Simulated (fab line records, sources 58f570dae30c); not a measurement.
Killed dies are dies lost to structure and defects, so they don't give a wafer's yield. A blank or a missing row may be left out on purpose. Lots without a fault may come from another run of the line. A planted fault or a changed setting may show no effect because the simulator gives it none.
fab line records | flow berkeley_cmos170
record lots=5 wafers=15 last_day=12
route steps=331 shown NLDD@166 SPACER@171
lots that met no fault: from a run of the same line without faults
start_h: hours from the record's first day to the start of the lot's first wafer shown | wait_h: hours since the lot's step before | " the same as in the row above | L1.1+2: a row that stands for several wafers | - no value, or no start given | * or withheld: withheld | < > ~ a bound
route shown NAME@n: a module of which the file shows steps, and the number in the route of the first | usual: mean/standard deviation of fault-free wafers | same: alike in all rows | chamber/n: place in a boat | sites: the reading at each site | _std_site: their standard deviation | _edge_site: outer sites' mean less inner sites' | radius_mm: how far each site lies from the wafer's centre | mask NAME#n: copy n | behind: the tool/chamber that last shaped the wafer | hold: why the lot was held/for how many hours/how that ended | device: the transistor (n, p or np) that didn't switch | end of line: the same wafers' tests at the end of the route | a step without rows: its recipe alone | killed: dies lost to structure and defects at the first sort, not the wafer's yield | map: a wafer's dies, x killed, . not, _ none there
set.NAME: the setting as run; set.NAME@STEP: as run at that earlier step | model.NAME: the simulator's own value behind a step, which no gauge read
lots at some steps of the route; a table a step, a row a wafer
services: from which hour (start_h, from the record's first day; less than 0 if before it) a tool's chamber was out of use, for how many hours, and why
## steps
# step UCB170_NLDD_IMPLANT_08
# recipe species=As dose_cm2=5e+13 energy_kev=30 tilt_deg=7 rotation_deg=0
# usual tilt_deg=7.001/0.019
# columns lot.wafer tool chamber start_h wait_h tilt_deg
L075.1 implanter-03 0 126.34 0.0 6.992
L075.3 " 0 " " 6.995
L075.5 " 0 " " 6.969
L083.1 implanter-03 0 178.01 0.0 6.983
L083.3 " 0 " " 6.983
L083.6 " 0 " " 6.988
L082.4 implanter-03 0 179.10 0.1 6.997
L082.5 " 0 " " 7.021
L082.6 " 0 " " 7.004
L087.2 implanter-04 0 194.23 0.0 6.961
L087.3 " 0 " " 7.005
L087.4 " 0 " " 6.998
L096.2 implanter-02 0 251.72 0.0 7.013
L096.3 " 0 " " 6.984
L096.5 " 0 " " 6.997
# step UCB170_NLDD_IMPLANT_09
# recipe species=As dose_cm2=5e+13 energy_kev=30 tilt_deg=7 rotation_deg=180
# usual tilt_deg=6.997/0.02
# columns lot.wafer tool chamber start_h wait_h tilt_deg
L075.1 implanter-03 0 126.49 0.1 6.980
L075.3 " 0 " " 6.955
L075.5 " 0 " " 6.992
L083.1 implanter-03 0 178.16 0.1 6.956
L083.3 " 0 " " 6.960
L083.6 " 0 " " 6.970
L082.4 implanter-03 0 179.25 0.1 6.997
L082.5 " 0 " " 7.014
L082.6 " 0 " " 6.978
L087.2 implanter-04 0 194.38 0.1 7.003
L087.3 " 0 " " 7.037
L087.4 " 0 " " 6.992
L096.2 implanter-02 0 251.87 0.1 6.965
L096.3 " 0 " " 7.027
L096.5 " 0 " " 7.002
# step UCB170_NLDD_STRIP_10
# recipe chemistry=O2 power_w=400 pressure_mtorr=3500 platen_temp_c=withheld o2_flow_sccm=400 overash_fraction=0.5
# usual drypump_motor_current_A=5.6/0.56 oes_product_au=0.735/0.0048 strip_time_to_endpoint_s=21.67/0.056
# columns lot.wafer tool chamber start_h wait_h drypump_motor_current_A oes_product_au rf_hours_counter_h strip_time_to_endpoint_s
L075.1 plasma_asher-02 0 126.64 0.1 5.8 0.734 1 21.74
L075.3 " 0 " " 5.8 0.732 - 21.71
L075.5 " 1 " " 6.5 0.730 - 21.64
L083.1 plasma_asher-02 1 178.31 0.1 6.5 0.740 6 21.74
L083.3 " 1 " " 6.5 0.735 - 21.69
L083.6 " 0 " " 5.8 0.730 - 21.65
L082.4 plasma_asher-02 1 179.36 0.1 6.5 0.739 - 21.69
L082.5 " 1 " " 6.5 0.737 - 21.67
L082.6 " 0 " " 5.9 0.742 - 21.72
L087.2 plasma_asher-01 0 194.51 0.1 5.1 0.742 53 21.75
L087.3 " 1 " " 5.5 0.729 - 21.75
L087.4 " 0 " " 5.1 0.732 - 21.73
L096.2 plasma_asher-01 0 251.99 0.1 5.1 0.731 58 21.51
L096.3 " 0 " " 5.1 0.739 - 21.58
L096.5 " 0 " " 5.1 0.732 - 21.56
# step UCB170_NLDD_TW_MEAS_11
# usual NLDD_TW=2225/32
# columns lot.wafer tool chamber start_h wait_h NLDD_TW
L075.1 film_metro-02 - 126.74 0.1 2187
L075.3 " - " " 2186
L075.5 " - " " 2179
L083.1 film_metro-01 - 178.41 0.1 2248
L083.3 " - " " 2249
L083.6 " - " " 2254
L082.4 film_metro-02 - 179.46 0.1 2180
L082.5 " - " " 2183
L082.6 " - " " 2169
L087.2 film_metro-01 - 194.62 0.1 2247
L087.3 " - " " 2259
L087.4 " - " " 2251
L096.2 film_metro-01 - 252.10 0.1 2264
L096.3 " - " " 2253
L096.5 " - " " 2256
# step UCB170_NLDD_CLEAN_12
# recipe chemistry=SPM temp_c=120 time_s=600
# usual bath_heat_duty_pct=13.4/1.5
# columns lot.wafer tool chamber start_h wait_h bath_heat_duty_pct
L075.1 wet_bench-01 3 126.80 0.1 12.1
L075.3 " 3 " " 11.8
L075.5 " 3 " " 13.8
L083.1 wet_bench-02 2 178.47 0.1 12.8
L083.3 " 2 " " 12.1
L083.6 " 2 " " 13.1
L082.4 wet_bench-02 2 179.61 0.1 13.9
L082.5 " 2 " " 12.4
L082.6 " 2 " " 14.0
L087.2 wet_bench-03 3 194.67 0.0 13.2
L087.3 " 3 " " 13.4
L087.4 " 3 " " 12.8
L096.2 wet_bench-02 2 252.15 0.0 13.2
L096.3 " 2 " " 12.5
L096.5 " 2 " " 14.3
# step UCB170_SPACER_CVD_00
# recipe material=SiO2 target_thk_nm=376 temp_c=390 precursor=TEOS/O2 time_s=47 rf_w=550 pressure_mtorr=9000
# usual heater_power_w=258/63 pressure_mtorr=9000/21
# columns lot.wafer tool chamber start_h wait_h heater_power_w pressure_mtorr
L075.1 pecvd-02 1 126.99 0.0 193 8978
L075.3 " 2 " " 204 8994
L075.5 " 1 " " 206 8988
L083.1 pecvd-04 0 178.64 0.0 258 9028
L083.3 " 1 " " 187 9006
L083.6 " 2 " " 223 8982
L082.4 pecvd-02 2 179.80 0.0 255 8971
L082.5 " 0 " " 298 8982
L082.6 " 1 " " 207 9017
L087.2 pecvd-02 0 194.84 0.0 385 9010
L087.3 " 2 " " 248 9017
L087.4 " 1 " " 189 9004
L096.2 pecvd-04 2 252.33 0.0 264 8988
L096.3 " 0 " " 247 9006
L096.5 " 0 " " 251 8986
# step UCB170_SPACER_THK_MEAS_01
# recipe reads=SiO2_of_SPACER_CVD_00
# usual SPACER_TEOS_THK=376/5.1
# columns lot.wafer tool chamber start_h wait_h SPACER_TEOS_THK[nm]
L075.1 film_metro-03 - 127.03 0.0 377
L075.3 " - " " 371
L075.5 " - " " 378
L083.1 film_metro-01 - 178.68 0.0 380
L083.3 " - " " 374
L083.6 " - " " 378
L082.4 film_metro-01 - 179.85 0.0 380
L082.5 " - " " 380
L082.6 " - " " 388
L087.2 film_metro-03 - 194.90 0.0 369
L087.3 " - " " 370
L087.4 " - " " 377
L096.2 film_metro-02 - 252.43 0.1 371
L096.3 " - " " 382
L096.5 " - " " 382
# step UCB170_SPACER_ANNEAL_02
# recipe temp_c=900 time_s=1800 ambient=N2
# columns lot.wafer tool chamber start_h wait_h
L075.1+3+5 furnace-04 0 129.34 2.3
L082.4+5+6 furnace-03 0 180.23 0.4
L083.1+3+6 furnace-03 0 180.23 1.5
L087.2+3+4 furnace-01 0 198.26 3.3
L096.2+3+5 furnace-01 0 256.14 3.7
# step UCB170_SPACER_ETCHBACK_03
# recipe stop_on=Si target=SiO2 chemistry=CHF3/CF4/Ar CHF3_flow_sccm=50 cf4_flow_sccm=10 Ar_flow_sccm=120 pressure_mtorr=200 rf_w=500 target_depth_a=3760 time_s=100
# usual cf4_flow_sccm=10.01/0.03 drypump_motor_current_A=5.8/0.43 oes_product_au=0.905/0.017 throttle_valve_pct=6.49/0.095
# columns lot.wafer tool chamber start_h wait_h cf4_flow_sccm drypump_motor_current_A oes_product_au rf_hours_counter_h throttle_valve_pct
L075.1 rie_diel-03 1 130.84 0.0 10.01 5.4 0.891 0 6.47
L075.3 " 0 " " 10.05 6.2 0.899 53 6.67
L075.5 " 1 " " 9.98 5.4 0.887 - 6.51
L083.1 rie_diel-02 0 181.73 0.0 10.02 5.4 0.930 17 6.64
L083.3 " 3 " " 9.97 5.6 0.922 7 6.62
L083.6 " 2 " " 10.01 5.1 0.912 - 6.48
L082.4 rie_diel-02 2 181.80 0.1 9.97 5.1 0.916 13 6.47
L082.5 " 2 " " 10.02 5.1 0.920 - 6.47
L082.6 " 1 " " 10.02 6.1 0.932 - 6.46
L087.2 rie_diel-03 2 199.76 0.0 10.05 6.6 0.872 57 6.33
L087.3 " 3 " " 10.03 5.8 0.914 132 6.54
L087.4 " 1 " " 9.99 5.3 0.887 4 6.47
L096.2 rie_diel-02 2 257.64 0.0 10.01 5.1 0.884 16 6.48
L096.3 " 1 " " 10.04 6.1 0.923 17 6.46
L096.5 " 2 " " 9.99 5.2 0.919 - 6.48
## services
# columns tool chamber start_h hours kind
plasma_asher-02 - 108.75 9.0 pm
furnace-04 - 116.24 3.8 pm
plasma_asher-01 - 121.54 14.6 pm
pecvd-04 2 127.82 6.8 repair
pecvd-04 - 130.38 5.5 pm
pecvd-02 0 133.11 5.1 repair
wet_bench-03 - 143.85 1.9 pm
implanter-02 - 151.99 9.7 repair
furnace-01 - 161.43 3.5 pm
rie_diel-02 0 167.86 4.2 repair
furnace-01 - 176.03 3.6 pm
implanter-04 - 181.76 4.5 pm
rie_diel-02 2 185.89 5.7 repair
implanter-02 - 196.95 5.3 pm
rie_diel-02 - 200.88 0.9 repair
implanter-02 - 204.69 1.2 repair
implanter-02 - 210.26 0.6 repair
pecvd-02 1 219.85 10.5 repair
implanter-04 - 222.50 1.1 repair
furnace-03 - 225.13 3.8 pm
furnace-04 - 225.64 3.4 pm
implanter-02 - 228.41 2.9 pm
furnace-03 - 228.88 3.6 pm
plasma_asher-02 - 248.15 7.4 repair
## key
fault none
